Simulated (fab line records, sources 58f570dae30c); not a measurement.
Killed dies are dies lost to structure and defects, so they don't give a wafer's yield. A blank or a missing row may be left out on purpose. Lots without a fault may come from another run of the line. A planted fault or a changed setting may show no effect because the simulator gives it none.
Problem report in the 8D (eight disciplines) form, filled by code | flow berkeley_cmos170 | the parts of the form that need people (team, actions taken, sign-off) are left out

1. THE PROBLEM
V2_TEOS_THK at UCB170_V2_THK_MEAS_01 reads a mean of 2214 nm on 4 wafers of 2 lots; wafers without a fault read 2002 nm with a standard deviation of 26. That is +8.2 standard deviations from the usual mean.
First seen on wafer L546.2, day 10 14:53, on film_metro-04. The record holds 42 wafers of 14 lots with a number at this step. Rule for "out", or "out of limits": more than 4 standard deviations from the usual mean. The other wafers with a number count as sound.

2. WHAT IT IS AND WHAT IT IS NOT
question                    | is                             | is not
which readings at this step | V2_TEOS_THK                    | -
which lots                  | L543, L546                     | L531, L532, L533, L534, L535, L536, L537, L547, L549, L552, L553, L554
which wafers of those lots  | L543.1, L543.6, L546.2, L546.6 | L543.3, L546.3
read on which gauges        | film_metro-04                  | film_metro-01, film_metro-02
when                        | from day 10 14:53              | up to then (22 sound wafers); but 16 sound wafers of L543, L547, L549, L552, L553, L554 came after

3. SUSPECTS, AND WHAT RULES EACH OUT
Counting: a tool at a process step up to the reading stays a suspect if it ran every lot that is out. Sound lots after the first of them don't rule it out here, since some wafers of a struck lot are sound.
- the gauge at UCB170_V2_THK_MEAS_01: ruled out. All the wafers that are out were read on film_metro-04, but those of them that UCB170_V2_CVD_00 has rows for are out there too, on other tools.
- pecvd-01 at UCB170_V2_CVD_00 (deposits SiO2 from TEOS/O2, target thk 2000 nm, time 250 s): kept. It ran every lot that is out, first L546 (day 10 14:44). Its own readings are out on those wafers: rf_fwd_power_W.
- Within pecvd-01 at UCB170_V2_CVD_00: the wafers that are out ran in chamber 0; their sound lot-mates ran in chamber 1.
Left after counting: pecvd-01 at UCB170_V2_CVD_00.

4. THE CAUSE (what the simulator had put in)
Process parameter drift: pecvd-01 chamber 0, from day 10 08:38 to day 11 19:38, at UCB170_V2_CVD_00. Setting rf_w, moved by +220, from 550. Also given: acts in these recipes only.
Counting left only this tool.

5. THE CHAIN OF EFFECTS, in route order
Each row: a reading whose mean over the struck wafers that have a number lies more than 3 standard deviations from the usual. Only readings for which the record gives a usual standard deviation are gone through. hours: the time from each lot's start at the first step in this table that gives one to its start at this step, as a median over the lots. sigmas: the change in usual standard deviations.
hours | step                  | reading        | usual   | on struck wafers | change | sigmas
0     | UCB170_V2_CVD_00      | rf_fwd_power_W | 548.6 W | 766.7            | +218.1 | +99 or more
0     | UCB170_V2_THK_MEAS_01 | V2_TEOS_THK    | 2002 nm | 2214             | +212   | +8.2
The process steps in it:
- UCB170_V2_CVD_00: deposits SiO2 from TEOS/O2, target thk 2000 nm, time 250 s.
Later measuring or inspecting steps at which every struck wafer that the step has a row for has a number for every such reading, and none has moved that far: UCB170_V2_CD_MEAS_90, UCB170_M3_OVL_MEAS_16.

6. WHAT WOULD HAVE CAUGHT IT SOONER
In this record the first reading out of limits at a measuring or inspecting step was taken at day 10 14:53, 6 hours after the fault began at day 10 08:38.
The tool's own readings at UCB170_V2_CVD_00 were out on every struck wafer that the step has a row for (rf_fwd_power_W): an alarm limit on them would have fired on the first of those.
Of the lots that are out (2), L543 began UCB170_V2_CVD_00 on pecvd-01 after day 10 14:53. A hold on the tool at that time would have spared it.
